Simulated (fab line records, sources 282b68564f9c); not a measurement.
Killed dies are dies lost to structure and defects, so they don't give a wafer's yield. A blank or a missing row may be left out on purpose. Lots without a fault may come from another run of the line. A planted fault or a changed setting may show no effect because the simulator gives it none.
fab line records | flow rit_cmos
record lots=5 wafers=13 last_day=7
route steps=202 shown PSD@150 SDANNEAL@153 NSD@158 PLDD@159 NLDD@160 SILICIDE@161 M1@202
lots that met no fault: from a run of the same line without faults
start_h: hours from the record's first day to the start of the lot's first wafer shown | wait_h: hours since the lot's step before | " the same as in the row above | L1.1+2: a row that stands for several wafers | - no value, or no start given | * or withheld: withheld | < > ~ a bound
route shown NAME@n: a module of which the file shows steps, and the number in the route of the first | usual: mean/standard deviation of fault-free wafers | same: alike in all rows | chamber/n: place in a boat | sites: the reading at each site | _std_site: their standard deviation | _edge_site: outer sites' mean less inner sites' | radius_mm: how far each site lies from the wafer's centre | mask NAME#n: copy n | behind: the tool/chamber that last shaped the wafer | hold: why the lot was held/for how many hours/how that ended | device: the transistor (n, p or np) that didn't switch | end of line: the same wafers' tests at the end of the route | a step without rows: its recipe alone | killed: dies lost to structure and defects at the first sort, not the wafer's yield | map: a wafer's dies, x killed, . not, _ none there
set.NAME: the setting as run; set.NAME@STEP: as run at that earlier step | model.NAME: the simulator's own value behind a step, which no gauge read
lots at some steps of the route; a table a step, a row a wafer
services: from which hour (start_h, from the record's first day; less than 0 if before it) a tool's chamber was out of use, for how many hours, and why
## steps
# step RIT_PSD_IMPLANT_08
# recipe species=BF2 energy_kev=27 dose_cm2=5e+15 tilt_deg=7
# step RIT_PSD_STRIP_09
# recipe chemistry=O2 time_s=180 resist=NOVOLAK platen_temp_c=withheld power_w=500 pressure_mtorr=4000 o2_flow_sccm=4000
# usual drypump_motor_current_A=5.6/0.48
# columns lot.wafer tool chamber start_h wait_h drypump_motor_current_A rf_hours_counter_h
L162.2 plasma_asher-04 1 61.36 0.1 5.7 43
L162.3 " 1 " " 5.7 -
L162.5 " 1 " " 5.7 -
L164.1 plasma_asher-04 1 70.65 0.1 5.7 44
L164.4 " 0 " " 6.3 -
L164.5 " 0 " " 6.3 -
L168.2 plasma_asher-02 0 89.80 0.1 5.3 43
L168.3 " 1 " " 6.0 -
L168.5 " 0 " " 5.3 -
L172.3 plasma_asher-04 0 109.24 0.1 6.3 -
L172.4 " 1 " " 5.7 -
L172.5 " 1 " " 5.7 -
L183.1 plasma_asher-04 0 165.03 0.1 6.3 53
# step RIT_PSD_TW_MEAS_10
# usual PSD_TW=3448/31
# columns lot.wafer tool chamber start_h wait_h PSD_TW
L162.2 film_metro-02 - 61.54 0.1 3447
L162.3 " - " " 3454
L162.5 " - " " 3452
L164.1 film_metro-02 - 70.83 0.1 3434
L164.4 " - " " 3460
L164.5 " - " " 3439
L168.2 film_metro-03 - 89.98 0.1 3405
L168.3 " - " " 3376
L168.5 " - " " 3388
L172.3 film_metro-02 - 109.38 0.1 3446
L172.4 " - " " 3448
L172.5 " - " " 3443
L183.1 film_metro-01 - 165.20 0.1 3502
# step RIT_SDANNEAL_CLEAN_00
# recipe chemistry=SC1 mix=3:3:50 time_s=600 temp_c=75
# step RIT_SDANNEAL_CLEAN_01
# recipe chemistry=dHF dilution=50:1 time_s=30
# step RIT_SDANNEAL_CLEAN_02
# recipe chemistry=SC2 mix=3:3:50 time_s=600 temp_c=75 dry=n2_spin
# step RIT_SDANNEAL_RTA_03
# recipe temp_c=1050 time_s=5 idle_temp_c=600 ramp_up_c_per_s=342 ramp_down_c_per_s=171 cool_to_c=600 ambient=N2
# usual wafer_temp_C_max=1053.5/1.2
# columns lot.wafer tool chamber start_h wait_h wafer_temp_C_max
L162.2 rtp_anneal-02 0 62.04 0.0 1055.8
L162.3 " 0 " " 1053.8
L162.5 " 0 " " 1054.3
L164.1 rtp_anneal-01 0 71.26 0.0 1052.2
L164.4 " 0 " " 1054.8
L164.5 " 0 " " 1052.3
L168.2 rtp_anneal-01 0 90.41 0.0 1054.0
L168.3 " 0 " " 1051.1
L168.5 " 0 " " 1053.9
L172.3 rtp_anneal-01 0 109.82 0.0 1055.4
L172.4 " 0 " " 1053.7
L172.5 " 0 " " 1054.3
L183.1 rtp_anneal-02 0 165.63 0.0 1053.7
# step RIT_SDANNEAL_RS_MEAS_04
# recipe thk_meas_gauge=four-point-probe
# usual PSD_RS=115.98/0.24
# columns lot.wafer tool chamber start_h wait_h PSD_RS[ohm/sq]
L162.2 film_metro-01 - 62.10 0.1 115.63
L162.3 " - " " 115.94
L162.5 " - " " 115.76
L164.1 film_metro-03 - 71.32 0.0 116.33
L164.4 " - " " 115.64
L164.5 " - " " 115.69
L168.2 film_metro-01 - 90.48 0.1 116.07
L168.3 " - " " 116.11
L168.5 " - " " 116.09
L172.3 film_metro-01 - 109.90 0.1 115.98
L172.4 " - " " 115.80
L172.5 " - " " 116.01
L183.1 film_metro-02 - 165.69 0.0 115.71
# step RIT_SDANNEAL_RS_MEAS_05
# recipe thk_meas_gauge=four-point-probe
# usual NSD_RS=84.48/0.29
# columns lot.wafer tool chamber start_h wait_h NSD_RS[ohm/sq]
L162.2 film_metro-01 - 62.22 0.1 84.45
L162.3 " - " " 84.05
L162.5 " - " " 83.99
L164.1 film_metro-03 - 71.44 0.1 84.32
L164.4 " - " " 84.08
L164.5 " - " " 84.23
L168.2 film_metro-01 - 90.60 0.1 84.45
L168.3 " - " " 84.49
L168.5 " - " " 84.57
L172.3 film_metro-01 - 110.02 0.1 84.87
L172.4 " - " " 85.03
L172.5 " - " " 84.55
L183.1 film_metro-02 - 165.81 0.1 84.88
# step RIT_SDANNEAL_RS_MEAS_06
# recipe thk_meas_gauge=four-point-probe
# usual PLDD_RS=178.7/0.5
# columns lot.wafer tool chamber start_h wait_h PLDD_RS[ohm/sq]
L162.2 film_metro-01 - 62.34 0.1 178.6
L162.3 " - " " 179.0
L162.5 " - " " 178.6
L164.1 film_metro-03 - 71.56 0.1 178.7
L164.4 " - " " 178.3
L164.5 " - " " 178.8
L168.2 film_metro-01 - 90.72 0.1 178.6
L168.3 " - " " 178.8
L168.5 " - " " 178.7
L172.3 film_metro-01 - 110.14 0.1 179.6
L172.4 " - " " 179.7
L172.5 " - " " 179.6
L183.1 film_metro-02 - 165.93 0.1 178.7
# step RIT_SDANNEAL_RS_MEAS_07
# recipe thk_meas_gauge=four-point-probe
# usual NLDD_RS=151.6/0.43
# columns lot.wafer tool chamber start_h wait_h NLDD_RS[ohm/sq]
L162.2 film_metro-01 - 62.46 0.1 151.9
L162.3 " - " " 151.9
L162.5 " - " " 151.8
L164.1 film_metro-03 - 71.68 0.1 151.2
L164.4 " - " " 151.0
L164.5 " - " " 150.8
L168.2 film_metro-01 - 90.84 0.1 152.1
L168.3 " - " " 152.1
L168.5 " - " " 151.4
L172.3 film_metro-01 - 110.26 0.1 151.9
L172.4 " - " " 151.2
L172.5 " - " " 151.5
L183.1 film_metro-02 - 166.05 0.1 151.0
# step RIT_SILICIDE_WET_ETCH_00
# recipe chemistry=BOE target=SiO2 target_depth_nm=14 time_s=15 dry=n2_spin dilution=10:1 temp_c=21.5
# step RIT_SILICIDE_SPUTTER_01
# recipe material=Ti target_thk_nm=30 power_w=350 chamber_pressure_pa=0.667 gas=Ar time_s=240 substrate_temp_c=25
# usual cathode_dc_power_W=350.00/0.067 throttle_valve_pct=29.6/1
# columns lot.wafer tool chamber start_h wait_h cathode_dc_power_W throttle_valve_pct model.Ti_of_SILICIDE_SPUTTER_01.thk_nm
L162.2 pvd_sputter-02 - 62.58 0.0 350.03 29.1 30.17
L162.3 " - " " 350.16 30.3 29.89
L162.5 " - " " 350.11 29.1 29.95
L164.1 pvd_sputter-03 - 71.81 0.0 350.04 29.6 29.99
L164.4 " - " " 350.01 29.0 29.88
L164.5 " - " " 349.93 29.8 29.89
L168.2 pvd_sputter-03 - 90.95 0.0 349.99 28.8 30.36
L168.3 " - " " 350.01 31.0 30.13
L168.5 " - " " 349.97 30.9 29.89
L172.3 pvd_sputter-03 - 110.35 0.0 350.05 28.9 30.64
L172.4 " - " " 350.04 29.2 30.15
L172.5 " - " " 349.94 29.1 30.15
L183.1 pvd_sputter-03 - 166.20 0.0 343.26 29.1 29.7
# step RIT_SILICIDE_RS_MEAS_02
# recipe thk_meas_gauge=four-point-probe reads=Ti_of_SILICIDE_SPUTTER_01
# usual SILICIDE_TI_RS=47.8/0.66
# columns lot.wafer tool chamber start_h wait_h SILICIDE_TI_RS[ohm/sq]
L162.2 film_metro-04 - 62.75 0.1 47.5
L162.3 " - " " 47.9
L162.5 " - " " 47.9
L164.1 film_metro-04 - 71.96 0.1 47.8
L164.4 " - " " 48.1
L164.5 " - " " 48.0
L168.2 film_metro-03 - 91.12 0.1 47.2
L168.3 " - " " 47.6
L168.5 " - " " 48.2
L172.3 film_metro-03 - 110.54 0.1 46.6
L172.4 " - " " 47.6
L172.5 " - " " 47.5
L183.1 film_metro-01 - 166.35 0.1 48.5
# step RIT_M1_PROBE_99
# usual killed_at_contacts=0.1/0.31 killed_at_front_end=6.3/2.7 killed_dies=6.4/2.7 killed_on_rim=1.7/1.4 killed_open=3.3/2 killed_short=3/1.8
# same gross_dies=264 killed_at_M0_to_M3=0 killed_at_M4_up=0 killed_at_back_side=0 killed_at_other=0
# columns lot.wafer tool chamber start_h wait_h killed_at_contacts killed_at_front_end killed_dies killed_on_rim killed_open killed_short
L162.2 prober-01 - 70.88 0.1 0 4 4 1 4 0
L162.3 prober-01 - 70.93 0.2 0 6 6 1 2 4
L162.5 prober-01 - 71.03 0.2 1 2 3 1 2 1
L164.1 prober-02 - 78.91 0.1 0 7 7 2 5 2
L164.4 prober-02 - 79.06 0.2 0 5 5 2 4 1
L164.5 prober-02 - 79.11 0.2 0 4 4 2 1 3
L168.2 prober-02 - 98.04 0.1 0 6 6 2 2 4
L168.3 prober-02 - 98.09 0.2 0 4 4 0 1 3
L168.5 prober-02 - 98.19 0.2 0 10 10 0 3 7
L172.3 prober-02 - 117.50 0.2 0 5 5 3 2 3
L172.4 prober-02 - 117.55 0.2 0 8 8 2 4 4
L172.5 prober-02 - 117.60 0.2 0 4 4 1 4 0
L183.1 prober-02 - 173.06 0.1 2 6 8 1 3 5
# killed by level:class
L162.2 FOX1:geometric_particle:open=2 GATE:geometric_particle:open=1 SPACER:geometric_particle:open=1
L162.3 SPACER:geometric_particle:short=2 SILICIDE:geometric_particle:short=2 GATE:geometric_particle:open=1 SPACER:geometric_particle:open=1
L162.5 GATE:geometric_particle:open=1 SILICIDE:geometric_particle:open=1 CONTACT:geometric_particle:short=1
L164.1 REOX:geometric_particle:open=4 FOX1:geometric_particle:open=1 GATE:geometric_particle:short=1 REOX:geometric_particle:short=1
L164.4 REOX:geometric_particle:open=3 FOX1:geometric_particle:open=1 FOX2:geometric_particle:short=1
L164.5 REOX:geometric_particle:short=2 FOX1:geometric_particle:open=1 SILICIDE:geometric_particle:short=1
L168.2 GATE:geometric_particle:short=2 REOX:geometric_particle:open=2 REOX:geometric_particle:short=1 SPACER:geometric_particle:short=1
L168.3 FOX1:geometric_particle:short=1 GATE:geometric_particle:short=1 GATE:geometric_particle:open=1 SILICIDE:geometric_particle:short=1
L168.5 GATE:geometric_particle:short=3 GATE:geometric_particle:open=2 REOX:geometric_particle:short=2 FOX1:geometric_particle:short=1 REOX:geometric_particle:open=1 SILICIDE:geometric_particle:short=1
L172.3 GATE:geometric_particle:short=2 FOX1:geometric_particle:open=1 FOX2:geometric_particle:short=1 SPACER:geometric_particle:open=1
L172.4 GATE:geometric_particle:open=2 FOX1:geometric_particle:open=1 FOX1:geometric_particle:short=1 FOX2:geometric_particle:short=1 GATE:geometric_particle:short=1 REOX:geometric_particle:short=1 REOX:geometric_particle:open=1
L172.5 GATE:geometric_particle:open=3 SPACER:geometric_particle:open=1
L183.1 GATE:geometric_particle:short=2 GATE:geometric_particle:open=2 CONTACT:geometric_particle:short=2 SPACER:geometric_particle:short=1 SILICIDE:geometric_particle:open=1
## services
# columns tool chamber start_h hours kind
rtp_anneal-02 - 43.34 4.9 pm
plasma_asher-04 - 68.49 0.4 repair
plasma_asher-02 - 108.75 9.0 pm
plasma_asher-02 0 108.75 9.0 vent_cycle
plasma_asher-02 1 108.75 9.0 vent_cycle
plasma_asher-02 0 117.75 - clean
plasma_asher-02 1 117.75 - clean
plasma_asher-04 - 144.55 14.6 pm
## key
first_sign step=RIT_SILICIDE_SPUTTER_01 reading=cathode_dc_power_W direction=down sigmas=99+ usual=350.00 struck=343.26
effect none on later readings
model_effect step=RIT_SILICIDE_SPUTTER_01 value=Ti_of_SILICIDE_SPUTTER_01.thk_nm without=30.27 struck=29.7
met_at RIT_SILICIDE_SPUTTER_01
struck_wafers L183.1
tester_left_out L183
onset_between 110.35 166.20
earlier_fault kind=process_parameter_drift tool=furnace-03 chamber=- onset_h=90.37 steps=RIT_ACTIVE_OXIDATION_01 channel=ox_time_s offset=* shape=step end_h=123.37 acts_in=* stated=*
fault kind=process_parameter_drift tool=pvd_sputter-03 chamber=- onset_h=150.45 steps=RIT_SILICIDE_SPUTTER_01 channel=power_w offset=-6.712 shape=step end_h=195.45 stated=350 scope=struck_wafers_only
# tester_left_out: of these lots the tester's yield and bins aren't shown, on N5 and GAA mostly nor the transistor test; their killed dies are dies lost to structure and defects alone, not to doping, threshold or leakage, so they don't give the yield
